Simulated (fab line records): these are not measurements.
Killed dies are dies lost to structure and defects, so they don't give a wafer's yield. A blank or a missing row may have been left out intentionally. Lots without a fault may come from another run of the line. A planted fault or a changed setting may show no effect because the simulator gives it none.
A lot that was struck, set against a sound lot || flow berkeley_cmos170 || 27 out of 331 route steps
Sound: these wafers, L620.1, L620.4, L620.6. Struck: wafer L624.1 (L624.2, L624.4, from the same lot, were not struck and are left out); the cause is given at the end.
Each step with rows lists, per side, the tool, then ch with its chambers, then its first start. Under that, the readings that differ: sound wafers || struck wafers || difference of the means || sigmas: that difference in standard deviations of wafers without a fault.
alike: same words and numbers on both sides, and readings whose means sit less than 2 such deviations apart. not compared: any withheld reading, any reading some wafer has no value for, any bound like >300 that may hide the same value, and any number with overlapping values for which the record gives no deviation.
Wherever a step has rows on one side only, a row that says differs or no value, or a row with sigmas, the two part there. Numbers that don't overlap but have no deviation are shown without sigmas and don't part them. A reading missing from all wafers of one side parts the sides only when that side holds two or more wafers.

first, 4 steps without rows for these wafers: UCB170_M2_SOFTBAKE_11 (time 60 s); UCB170_M2_EXPOSE_12 (exposes mask METAL2, target cd 700 nm); UCB170_M2_PEB_13; UCB170_M2_DEVELOP_14 (develop time 45 s).
UCB170_M2_CD_MEAS_15: the cd target is 700 nm.
  struck on cd_sem-01, day 10 11:01; sound on cd_sem-02, day 9 11:14
  alike: cd_nm
UCB170_M2_OVL_MEAS_16:
  struck on overlay-02, day 10 11:08; sound on overlay-02, day 9 11:22
  alike: M2_OVL
UCB170_M2_ETCH_17: etches BARC in N2/H2.
  sound on rie_diel-04 ch 0,1, day 9 11:24; struck on rie_diel-01 ch 1, day 10 11:11
{"reading": "drypump_motor_current_A (A)", "sound": "5.6 5.3 5.6", "struck": 6.2, "difference": "+0.7", "sigmas": "+2"}
  alike: oes_product_au, throttle_valve_pct
UCB170_M2_METAL_ETCH_18: etches Al in Cl2/BCl3, stops on SiO2, target depth 1170 nm, time 195 s.
  sound on rie_metal-01 ch 0, day 9 11:26; struck on rie_metal-03 ch 1, day 10 11:13
{"reading": "oes_product_au (a.u.)", "sound": "0.847 0.835 0.849", "struck": 0.886, "difference": "+0.042", "sigmas": "+3"}
  alike: drypump_motor_current_A, throttle_valve_pct
  not compared: rf_hours_counter_h
UCB170_M2_STRIP_19: strips in O2.
  sound on plasma_asher-03 ch 0,1, day 9 11:38; struck on plasma_asher-04 ch 1, day 10 11:25
{"reading": "oes_product_au (a.u.)", "sound": "0.584 0.598 0.599", "struck": 0.557, "difference": -0.037, "sigmas": -2}
  alike: drypump_motor_current_A, o2_flow_sccm
  not compared: rf_hours_counter_h
UCB170_M2_CD_MEAS_90: the cd target is 700 nm.
  struck on cd_sem-01, day 10 11:31; sound on cd_sem-01, day 9 11:44
  alike: cd_nm
UCB170_V2_CVD_00: deposits SiO2 from TEOS/O2, target thk 2000 nm, time 250 s.
  sound on pecvd-04 ch 0,1,2, day 9 11:51; struck on pecvd-02 ch 0, day 10 11:38
  alike: heater_power_w
UCB170_V2_THK_MEAS_01:
  struck on film_metro-03, day 10 11:47; sound on film_metro-04, day 9 12:00
{"reading": "V2_TEOS_THK (nm)", "sound": "1993 2066 2045", "struck": 1941, "difference": -94, "sigmas": -4}
UCB170_V2_CMP_02: polishes SiO2.
  sound on cmp-02 ch 0,2, day 9 12:07; struck on cmp-01 ch 1, day 10 11:53
{"reading": "model.SiO2_of_V2_CVD_00.thk_nm (nm)", "sound": "1001 1001 1001", "struck": 1329, "difference": "+328", "sigmas": ""}
  alike: edge_zone_pressure_frac, motor_current_A, retaining_ring_pressure_frac
UCB170_V2_BOW_MEAS_03:
  struck on film_metro-01, day 10 12:08; sound on film_metro-01, day 9 12:22
  alike: V2_BOW
UCB170_V2_THK_MEAS_04:
  struck on film_metro-01, day 10 12:16; sound on film_metro-01, day 9 12:29
{"reading": "V2_POLISHED_THK (nm)", "sound": "1000.8 1000.8 1000.7", "struck": 1327.0, "difference": "+326.2", "sigmas": "+99 or more"}
then, 7 steps without rows for these wafers: UCB170_V2_CLEAN_05 (cleans in DIW); UCB170_V2_HMDS_06 (prime time 60 s); UCB170_V2_COAT_07 (resist thk 900 nm); UCB170_V2_SOFTBAKE_08 (time 60 s); UCB170_V2_EXPOSE_09 (exposes mask VIA2, target cd 700 nm); UCB170_V2_PEB_10; UCB170_V2_DEVELOP_11 (develop time 45 s).
UCB170_V2_CD_MEAS_12: the cd target is 700 nm.
  struck on cd_sem-01, day 10 14:14; sound on cd_sem-01, day 9 13:43
  alike: cd_nm
UCB170_V2_OVL_MEAS_13:
  struck on overlay-02, day 10 14:22; sound on overlay-02, day 9 13:50
  alike: V2_OVL
UCB170_V2_ETCH_14: etches SiO2 in CHF3/CF4/Ar, stops on Al, target depth 1250 nm, time 291 s.
  sound on rie_diel-04 ch 0,1,2, day 9 13:52; struck on rie_diel-02 ch 1, day 10 14:23
{"reading": "oes_product_au (a.u.)", "sound": "0.872 0.887 0.878", "struck": 1.011, "difference": "+0.132", "sigmas": "+10"}
{"reading": "model.etch.depth_nm (nm)", "sound": "1001 1001 1001", "struck": 1289, "difference": "+288", "sigmas": ""}
{"reading": "model.V2.feature_depth_nm (nm)", "sound": "1001 1001 1001", "struck": 1289, "difference": "+288", "sigmas": ""}
  alike: CHF3_flow_sccm, drypump_motor_current_A, throttle_valve_pct
  not compared: rf_hours_counter_h
UCB170_V2_STRIP_15: strips in O2.
  sound on plasma_asher-01 ch 0, day 9 14:02; struck on plasma_asher-03 ch 0, day 10 14:34
{"reading": "o2_flow_sccm (sccm)", "sound": "397.6 398.5 398.6", "struck": 401.0, "difference": "+2.8", "sigmas": "+2"}
  alike: drypump_motor_current_A, oes_product_au, strip_time_to_endpoint_s
  not compared: rf_hours_counter_h
UCB170_M3_PROBE_99:
  record: rows for the struck wafers here (prober-02, day 10 17:51), none for the sound ones

== WHERE THEY PART ==
At UCB170_M2_ETCH_17 first; at UCB170_M3_PROBE_99 last (within this record only).

WHY: whatever the simulator had introduced
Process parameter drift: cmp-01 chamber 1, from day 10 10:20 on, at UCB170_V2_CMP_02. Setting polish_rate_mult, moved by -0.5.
